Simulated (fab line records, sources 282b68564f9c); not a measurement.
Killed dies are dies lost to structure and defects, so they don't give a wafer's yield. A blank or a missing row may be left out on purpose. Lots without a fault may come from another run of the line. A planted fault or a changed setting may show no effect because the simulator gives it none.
A struck lot beside a sound one | flow rit_cmos | 18 steps out of a route of 202
Sound: wafers L981.3, L981.4, L981.5. Struck: wafers L988.1, L988.4, L988.5. The cause comes at the end.
At each step with rows: each side's tool, then ch and its chambers, then its first start. Under that, the readings that differ: sound wafers | struck wafers | difference of the means | sigmas: that difference in standard deviations of wafers without a fault.
alike: readings whose means differ by less than 2 such deviations, and words and numbers that are the same on both sides. not compared: withheld readings, readings that some wafer has no value for, bounds like >300 that may hide the same value, and numbers for which the record gives no deviation and whose values overlap.
The two part at a step that has a row with sigmas, a row that says differs or no value, or rows on one side only. Numbers that don't overlap but have no deviation are shown without sigmas and don't part them. A reading that every wafer of one side lacks parts them only if that side has two wafers or more.

RIT_M1_SPUTTER_00: material Al, target thk 400 nm, time 500 s.
  sound on pvd_sputter-03, day 5 17:57; struck on pvd_sputter-02, day 7 00:57
  alike: throttle_valve_pct
RIT_M1_RS_MEAS_01: measures by four-point-probe.
  sound on film_metro-02, day 5 18:17; struck on film_metro-02, day 7 01:14
  alike: M1_AL_RS
RIT_M1_THK_MEAS_02: measures by xrf.
  sound on film_metro-02, day 5 18:23; struck on film_metro-02, day 7 01:22
  alike: M1_AL_THK
then, 6 steps without rows for these wafers: RIT_M1_HMDS_03 (prime time 60 s); RIT_M1_COAT_04 (resist thk 1300 nm); RIT_M1_SOFTBAKE_05 (time 60 s); RIT_M1_EXPOSE_06 (exposes mask M12, target cd 2600 nm); RIT_M1_PEB_07; RIT_M1_DEVELOP_08 (develop time 68 s).
RIT_M1_CD_MEAS_09: target cd 2600 nm.
  sound on cd_sem-01, day 5 19:33; struck on cd_sem-01, day 7 02:31
  alike: cd_nm
RIT_M1_OVL_MEAS_10:
  sound on overlay-02, day 5 19:38; struck on overlay-01, day 7 02:38
  alike: M1_OVL
then, 1 step without rows for these wafers: RIT_M1_HARDBAKE_11 (time 120 s).
RIT_M1_METAL_ETCH_12: etches Al in Cl2/BCl3, stops on SiO2, time 165 s, target depth 600 nm.
  sound on rie_metal-03 ch 0,1, day 5 19:58; struck on rie_metal-02 ch 0,1, day 7 02:55
  no value came back on the struck wafers for any of 6 readings (bcl3_flow_sccm (sccm), chamber_pressure_mTorr (mTorr) and others); on the sound wafers bcl3_flow_sccm (sccm) reads 50.19 50.22 50.00
  reading                                  | sound             | struck            | difference | sigmas
  model.NOVOLAK_of_M1_COAT_04.thk_nm (nm)  | 801.3 819.9 806   | 1137 1137 1141    | +329       |
  model.SiO2_of_CONTACT_CVD_00.thk_nm (nm) | 354.9 365.9 371.2 | 391.1 398.6 399.1 | +32.3      |
  not compared: rf_hours_counter_h
then, 1 step without rows for these wafers: RIT_M1_STRIP_13 (strips in nmp, time 600 s).
RIT_M1_STRIP_14: strips in O2, time 180 s.
  sound on plasma_asher-03 ch 0,1, day 5 20:29; struck on plasma_asher-01 ch 0,1, day 7 03:26
  alike: drypump_motor_current_A, o2_flow_sccm, rf_refl_power_W
  not compared: rf_hours_counter_h
RIT_M1_CD_MEAS_90: target cd 2600 nm.
  sound on cd_sem-02, day 5 20:39; struck on cd_sem-02, day 7 03:36
  reading    | sound          | struck | difference                    | sigmas
  cd_nm (nm) | 2601 2601 2600 | - - -  | no value on the struck wafers |
then, 1 step without rows for these wafers: RIT_M1_ANNEAL_15 (time 1800 s).
RIT_M1_PROBE_99:
  sound on prober-01, day 5 22:46; struck on prober-02, day 7 05:20
  reading                  | sound          | struck          | difference | sigmas
  defect_limited_yield (%) | 97.0 96.6 98.1 | 0 0 0           | -97        | -75
  killed_at_M0_to_M3       | 0 0 0          | 248 252 256     | +252       | +99 or more
  killed_dies              | 8 9 5          | 264 264 264     | +257       | +78
  killed_on_rim            | 4 2 1          | 70 70 70        | +68        | +42
  sort_bin_5_function (%)  | 1.9 2.7 1.5    | 96.6 98.9 100.0 | +96.5      | +99 or more
  sort_n_pass              | 256 255 259    | 0 0 0           | -257       | -78
  sort_yield_pct (%)       | 97.0 96.6 98.1 | 0 0 0           | -97        | -75
  alike: killed_at_contacts, killed_at_front_end, killed_open, killed_short, sort_bin_3_pad_short, sort_bin_6_memory

WHERE THEY PART
First at RIT_M1_METAL_ETCH_12; last, within this record, at RIT_M1_PROBE_99.

WHY: what the simulator had put in
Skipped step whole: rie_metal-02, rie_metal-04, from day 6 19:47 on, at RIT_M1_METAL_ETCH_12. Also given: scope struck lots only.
